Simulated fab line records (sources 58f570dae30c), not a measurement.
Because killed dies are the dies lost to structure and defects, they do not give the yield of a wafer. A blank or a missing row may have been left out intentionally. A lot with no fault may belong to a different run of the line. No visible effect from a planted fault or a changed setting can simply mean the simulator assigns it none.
Split-lot trial	flow berkeley_cmos170	route with 331 steps; 5 lots, 23 wafers read

## THE SPLIT
At UCB170_PSD_IMPLANT_08, the setting dose_cm2 was moved away from the recipe's 3e+15 on 6 of the 23 wafers read, by -5.6% to -2.8%. For the rest of the wafers, this setting stayed at what the recipe calls for.

## FROM THE SPLIT TO THE READING: what the file shows between them, 9 steps
- UCB170_PSD_STRIP_09: strips in O2
- UCB170_NSD_COAT_01: resist thk 900 nm (also split here: resist_thk_nm)
- UCB170_NSD_SOFTBAKE_02: time 60 s
- UCB170_NSD_EXPOSE_03: exposes mask NSELECT MOD, target cd 1200 nm
- UCB170_NSD_IMPLANT_08
- UCB170_NSD_STRIP_09: strips in O2
- UCB170_NSD_CLEAN_11: cleans in SPM, time 600 s
- UCB170_SDANNEAL_RTA_00: time 10 s
- UCB170_SDANNEAL_RTA_01: time 5 s

## THE READING
PSD_RS (ohm/sq), read at UCB170_SDANNEAL_RS_MEAS_02 with a four-point probe. A value of 75.77 ohm/sq with a standard deviation of 0.29 ohm/sq is what fault-free wafers of this fab line usually give.

wafer	tool, chamber at the split	dose_cm2 as run	against the recipe	PSD_RS, ohm/sq	against lot-mates on the recipe
L076.3	implanter-01, 0	3e+15	recipe	75.62	-
L076.4	implanter-01, 0	3e+15	recipe	75.51	-
L076.6	implanter-01, 0	3e+15	recipe	75.86	-
L078.1	implanter-01, 0	3e+15	recipe	76.20	-
L078.2	implanter-01, 0	3e+15	recipe	76.11	-
L078.4	implanter-01, 0	2.917e+15	-2.8%	77.91	+1.75
L078.5	implanter-01, 0	2.917e+15	-2.8%	77.63	+1.47
L078.6	implanter-01, 0	2.917e+15	-2.8%	77.71	+1.55
L079.1	implanter-02, 0	3e+15	recipe	75.25	-
L079.2	implanter-02, 0	3e+15	recipe	75.69	-
L079.3	implanter-02, 0	2.831e+15	-5.6%	78.77	+3.30
L079.5	implanter-02, 0	2.831e+15	-5.6%	79.17	+3.70
L079.6	implanter-02, 0	2.831e+15	-5.6%	79.08	+3.61
L080.1	implanter-01, 0	3e+15	recipe	75.99	-
L080.2	implanter-01, 0	3e+15	recipe	76.14	-
L080.3	implanter-01, 0	3e+15	recipe	76.05	-
L080.5	implanter-01, 0	3e+15	recipe	75.92	-
L080.6	implanter-01, 0	3e+15	recipe	75.81	-
L083.2	implanter-01, 0	3e+15	recipe	75.66	-
L083.3	implanter-01, 0	3e+15	recipe	75.82	-
L083.4	implanter-01, 0	3e+15	recipe	75.74	-
L083.5	implanter-01, 0	3e+15	recipe	75.72	-
L083.6	implanter-01, 0	3e+15	recipe	75.67	-

THE FIT
A straight line over all 23 wafers: PSD_RS changes by -0.588 ohm/sq for each +1% of dose_cm2; r = -0.98; the points scatter about the line by 0.26 ohm/sq.
The same after taking each lot's own level away (the mean of its wafers on the recipe; 23 wafers): -0.62 ohm/sq for each +1%; r = -0.99; scatter 0.14 ohm/sq.
The reading moves by 3.5 ohm/sq for the largest change in dose_cm2, on that fit.
Measured against the standard deviation above, the lots' own levels, which go from 75.470 to 76.155 ohm/sq, span 2.4 times it.
The two slopes are in agreement: the lot-to-lot level therefore moves the slope only a little.
Check: +3.55 ohm/sq against its lot-mates is what the line predicts for one of the wafers moved furthest among these (-5.6%) when that wafer is left out of the fit. Against them it came out at +3.3 ohm/sq.

## OTHER SPLITS ON THESE WAFERS
Other splits were also applied to these wafers ahead of the reading. Each is held against what the fit with the lots' levels taken away leaves over:
other split on the same wafers	wafers away from the commonest value	r with PSD_RS (lot level and that fit taken away)
UCB170_ZERO_COAT_01 spin_rpm	5	+0.07
UCB170_PWELL_IMPLANT_15 energy_kev	12	+0.01
UCB170_ACTIVE_EXPOSE_10 dose_mj	8	-0.32
UCB170_ACTIVE_PEB_11 peb_temp_c	10	-0.26
UCB170_PVT_STRIP_08 o2_flow_sccm	6	+0.07
UCB170_NSD_COAT_01 resist_thk_nm	8	-0.09

## THE WHOLE CHAIN: every reading that the file lists as answering this split, in the file's order
step	what it does	reading	change (the file's fit)	r (the file's)
UCB170_PSD_STRIP_09	strips in O2	strip_time_to_endpoint_s	withheld for each +1% of the setting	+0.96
UCB170_SDANNEAL_RS_MEAS_02	measures by four-point-probe	PSD_RS	-0.618 for each +1% of the setting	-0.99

## THE FILE'S OWN FIT
PSD_RS changes by -0.618 ohm/sq for each +1% of dose_cm2, r = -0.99.
